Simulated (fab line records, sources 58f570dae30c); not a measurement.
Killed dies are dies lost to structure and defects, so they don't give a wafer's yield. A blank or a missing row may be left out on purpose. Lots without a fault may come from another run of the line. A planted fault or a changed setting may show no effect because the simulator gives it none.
Split-lot experiment | flow berkeley_cmos170 | 5 lots, 23 wafers read, on a route of 331 steps

THE SPLIT
At UCB170_NLDD_IMPLANT_09, the setting energy_kev was moved away from the recipe's 30 on 10 of the 23 wafers read, by -4.0% to +4.6%. The other wafers ran this setting at the recipe's value.

The reading is taken at the split's own step.

THE READING
implant.drp_nm (the simulator's own value, which no gauge read), in nm, at UCB170_NLDD_IMPLANT_09. The file gives no usual value for it.

wafer  | tool, chamber at the split | energy_kev as run | against the recipe | implant.drp_nm, nm | against lot-mates on the recipe
L075.3 | implanter-02, 0            | 30                | recipe             | 9.611              | -
L075.4 | implanter-02, 0            | 30                | recipe             | 9.611              | -
L075.5 | implanter-02, 0            | 30                | recipe             | 9.611              | -
L076.1 | implanter-01, 0            | 30                | recipe             | 9.611              | -
L076.4 | implanter-01, 0            | 30                | recipe             | 9.611              | -
L076.6 | implanter-01, 0            | 30                | recipe             | 9.611              | -
L076.2 | implanter-01, 0            | 29                | -3.3%              | 9.377              | -0.234
L076.5 | implanter-01, 0            | 29                | -3.3%              | 9.377              | -0.234
L077.1 | implanter-01, 0            | 30.91             | +3.0%              | 9.823              | +0.212
L077.3 | implanter-01, 0            | 30.91             | +3.0%              | 9.823              | +0.212
L077.6 | implanter-01, 0            | 30.91             | +3.0%              | 9.823              | +0.212
L077.4 | implanter-01, 0            | 30                | recipe             | 9.611              | -
L077.5 | implanter-01, 0            | 30                | recipe             | 9.611              | -
L079.1 | implanter-03, 0            | 30                | recipe             | 9.611              | -
L079.3 | implanter-03, 0            | 30                | recipe             | 9.611              | -
L079.5 | implanter-03, 0            | 30                | recipe             | 9.611              | -
L079.4 | implanter-03, 0            | 28.79             | -4.0%              | 9.328              | -0.283
L079.6 | implanter-03, 0            | 28.79             | -4.0%              | 9.328              | -0.283
L082.1 | implanter-03, 0            | 30                | recipe             | 9.611              | -
L082.2 | implanter-03, 0            | 30                | recipe             | 9.611              | -
L082.3 | implanter-03, 0            | 31.38             | +4.6%              | 9.933              | +0.322
L082.4 | implanter-03, 0            | 31.38             | +4.6%              | 9.933              | +0.322
L082.5 | implanter-03, 0            | 31.38             | +4.6%              | 9.933              | +0.322

THE FIT
A straight line over all 23 wafers: implant.drp_nm changes by +0.0701 nm for each +1% of energy_kev; r = +1.00; the points scatter about the line by 0.00023 nm.
The same after taking each lot's own level away (the mean of its wafers on the recipe; 23 wafers): +0.0701 nm for each +1%; r = +1.00; scatter 0.00023 nm.
On that fit, the largest move of energy_kev shifts the reading by 0.32 nm.
The lots' own levels span 9.6110 to 9.6110 nm.
So the lot-to-lot level changes the slope little: the two slopes agree.
Check: with one of the wafers moved furthest among these (+4.6%) left out of the fit, the line predicts +0.322 nm for it against its lot-mates. It came out at +0.322 nm against them.

OTHER SPLITS ON THESE WAFERS
These wafers also went through other splits before the reading. Each is held against what the fit with the lots' levels taken away leaves over:
other split on the same wafers    | wafers away from the commonest value | r with implant.drp_nm (lot level and that fit taken away)
UCB170_NLDD_COAT_01 resist_thk_nm | 6                                    | -0.05

THE WHOLE CHAIN: every reading that the file lists as answering this split, in the file's order
step                   | what it does | reading                                                         | change (the file's fit)                | r (the file's)
UCB170_NLDD_IMPLANT_09 |              | implant.rp_nm (the simulator's own value, which no gauge read)  | +0.164 nm for each +1% of the setting  | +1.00
UCB170_NLDD_IMPLANT_09 |              | implant.drp_nm (the simulator's own value, which no gauge read) | +0.0702 nm for each +1% of the setting | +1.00

THE FILE'S OWN FIT
implant.drp_nm changes by +0.0702 nm for each +1% of energy_kev, r = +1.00.
